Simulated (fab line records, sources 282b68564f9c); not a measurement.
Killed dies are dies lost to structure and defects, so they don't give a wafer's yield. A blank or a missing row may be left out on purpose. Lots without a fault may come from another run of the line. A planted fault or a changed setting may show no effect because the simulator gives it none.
A struck lot beside a sound one | flow rit_cmos | 43 steps out of a route of 202
Sound: wafers L658.1, L658.2, L658.6. Struck: wafers L663.2, L663.3, L663.6. The cause comes at the end.
At each step with rows: each side's tool, then ch and its chambers, then its first start. Under that, the readings that differ: sound wafers | struck wafers | difference of the means | sigmas: that difference in standard deviations of wafers without a fault.
alike: readings whose means differ by less than 2 such deviations, and words and numbers that are the same on both sides. not compared: withheld readings, readings that some wafer has no value for, bounds like >300 that may hide the same value, and numbers for which the record gives no deviation and whose values overlap.
The two part at a step that has a row with sigmas, a row that says differs or no value, or rows on one side only. Numbers that don't overlap but have no deviation are shown without sigmas and don't part them. A reading that every wafer of one side lacks parts them only if that side has two wafers or more.

first, 1 step without rows for these wafers: RIT_PRETRO_IMPLANT_08.
RIT_PRETRO_STRIP_09: strips in O2, time 180 s.
  sound on plasma_asher-02 ch 0,1, day 2 09:17; struck on plasma_asher-02 ch 0,1, day 3 11:20
  alike: drypump_motor_current_A
  not compared: rf_hours_counter_h
RIT_PRETRO_TW_MEAS_10:
  sound on film_metro-01, day 2 09:27; struck on film_metro-01, day 3 11:31
  alike: PRETRO_TW
then, 5 steps without rows for these wafers: RIT_GATE_WET_ETCH_00 (etches SiO2 in BOE, target depth 56 nm, time 60 s); RIT_GATE_CLEAN_01 (cleans in SC1, time 600 s); RIT_GATE_CLEAN_02 (cleans in dHF, time 30 s); RIT_GATE_CLEAN_03 (cleans in SC2, time 600 s); RIT_GATE_CLEAN_04 (cleans in dHF, time 60 s).
RIT_FOX2_THK_MEAS_91:
  sound on film_metro-02, day 2 09:56; struck on film_metro-01, day 3 11:59
  alike: FIELD_OXIDE_LEFT_2_THK
then, 2 steps without rows for these wafers: RIT_GATE_OXIDATION_05 (target thk 3 nm, ox time 270 s); RIT_GATE_ANNEAL_06 (time 600 s).
RIT_GATE_THK_MEAS_07:
  sound on film_metro-01, day 2 11:29; struck on film_metro-01, day 3 13:23
  alike: GATE_OXIDE_THK
RIT_GATE_CVD_08: deposits poly-Si from SiH4, target thk 250 nm, time 2220 s.
  sound on lpcvd-02 ch 0, day 2 11:50; struck on lpcvd-01 ch 0, day 3 13:26
  reading                                  | sound             | struck            | difference | sigmas
  pressure_mtorr (mTorr)                   | 299.8 299.3 299.9 | 360.3 361.6 360.0 | +61.0      | +95
  spike_tc_source_C (C)                    | 626 627 628       | 636 635 636       | +9         | +3
  model.poly-Si_of_GATE_CVD_08.thk_nm (nm) | 242.9 239.8 241.9 | 268.1 265.3 264.9 | +24.6      |
RIT_GATE_THK_MEAS_09:
  sound on film_metro-02, day 2 13:27; struck on film_metro-01, day 3 15:17
  reading            | sound             | struck            | difference | sigmas
  GATE_POLY_THK (nm) | 242.8 239.9 241.8 | 267.9 265.5 265.0 | +24.6      | +10
  not compared: hold
then, 5 steps without rows for these wafers: RIT_GATE_COAT_11 (resist thk 850 nm); RIT_GATE_SOFTBAKE_12 (time 60 s); RIT_GATE_EXPOSE_13 (exposes mask M6, target cd 150 nm); RIT_GATE_PEB_14; RIT_GATE_DEVELOP_15 (develop time 50 s).
RIT_GATE_CD_MEAS_16: target cd 150 nm.
  sound on cd_sem-02, day 2 14:29; struck on cd_sem-02, day 3 18:07
  alike: cd_nm
RIT_GATE_OVL_MEAS_17:
  sound on overlay-02, day 2 14:36; struck on overlay-02, day 3 18:13
  alike: GATE_OVL
then, 1 step without rows for these wafers: RIT_GATE_HARDBAKE_18 (time 60 s).
RIT_GATE_ETCH_19: etches poly-Si in SF6/CHF3/O2, stops on SiO2, time 158.5 s, target depth 312.5 nm.
  sound on rie_si-02 ch 0,2,3, day 2 14:47; struck on rie_si-01 ch 0,1,3, day 3 18:23
  reading                          | sound             | struck            | difference | sigmas
  oes_product_au (a.u.)            | 0.850 0.843 0.848 | 0.909 0.939 0.906 | +0.071     | +5
  model.GATE.feature_depth_nm (nm) | 242.9 239.8 241.9 | 268.1 265.3 264.9 | +24.6      |
  model.etch.depth_nm (nm)         | 242.9 239.8 241.9 | 268.1 265.3 264.9 | +24.6      |
  alike: CHF3_flow_sccm, drypump_motor_current_A, throttle_valve_pct
  not compared: rf_hours_counter_h
RIT_GATE_STRIP_20: strips in O2, time 180 s.
  sound on plasma_asher-01 ch 0,1, day 2 14:54; struck on plasma_asher-04 ch 0,1, day 3 18:50
  alike: drypump_motor_current_A
  not compared: rf_hours_counter_h
RIT_GATE_CD_MEAS_90: target cd 150 nm.
  sound on cd_sem-02, day 2 15:04; struck on cd_sem-01, day 3 19:02
  alike: cd_nm
then, 4 steps without rows for these wafers: RIT_REOX_CLEAN_00 (cleans in SC1, time 600 s); RIT_REOX_CLEAN_01 (cleans in dHF, time 30 s); RIT_REOX_CLEAN_02 (cleans in SC2, time 600 s); RIT_REOX_OXIDATION_03 (target thk 25.2 nm, ox time 5580 s).
RIT_REOX_THK_MEAS_04:
  sound on film_metro-02, day 2 19:14; struck on film_metro-03, day 3 22:04
  alike: REOX_OXIDE_THK
then, 6 steps without rows for these wafers: RIT_NLDD_HMDS_00 (prime time 60 s); RIT_NLDD_COAT_01 (resist thk 1000 nm); RIT_NLDD_SOFTBAKE_02 (time 60 s); RIT_NLDD_EXPOSE_03 (exposes mask M7, target cd 40700 nm); RIT_NLDD_PEB_04; RIT_NLDD_DEVELOP_05 (develop time 50 s).
RIT_NLDD_OVL_MEAS_06:
  sound on overlay-01, day 2 20:09; struck on overlay-02, day 3 23:06
  alike: NLDD_OVL
then, 2 steps without rows for these wafers: RIT_NLDD_HARDBAKE_07 (time 60 s); RIT_NLDD_IMPLANT_08.
RIT_NLDD_STRIP_09: strips in O2, time 180 s.
  sound on plasma_asher-01 ch 0,1, day 2 20:29; struck on plasma_asher-04 ch 0,1, day 3 23:30
  alike: drypump_motor_current_A
  not compared: rf_hours_counter_h
RIT_NLDD_TW_MEAS_10:
  sound on film_metro-02, day 2 20:40; struck on film_metro-01, day 3 23:41
  reading | sound          | struck         | difference | sigmas
  NLDD_TW | 2505 2505 2498 | 2470 2449 2473 | -39        | -2
RIT_SDANNEAL_CLEAN_02: cleans in SC2, time 600 s.
  sound on wet_bench-01 ch 0, day 3 03:53; struck on wet_bench-03 ch 2, day 4 10:05
  reading                                  | sound           | struck          | difference | sigmas
  model.poly-Si_of_GATE_CVD_08.thk_nm (nm) | 157.3 154 155.9 | 183 180.2 178.8 | +25        |
  alike: bath_heat_duty_pct
RIT_M1_PROBE_99:
  sound on prober-01, day 3 11:28; struck on prober-02, day 4 17:58
  alike: killed_at_front_end, killed_dies, killed_open, killed_short

WHERE THEY PART
First at RIT_GATE_CVD_08; last, within this record, at RIT_NLDD_TW_MEAS_10. Later steps at which nothing parts them and some readings are alike: RIT_SDANNEAL_CLEAN_02, RIT_M1_PROBE_99.

WHY: what the simulator had put in
Process parameter drift: lpcvd-01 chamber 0, from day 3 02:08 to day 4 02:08, at RIT_GATE_CVD_08. Setting pressure_mtorr, moved by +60, from 300. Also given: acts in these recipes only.
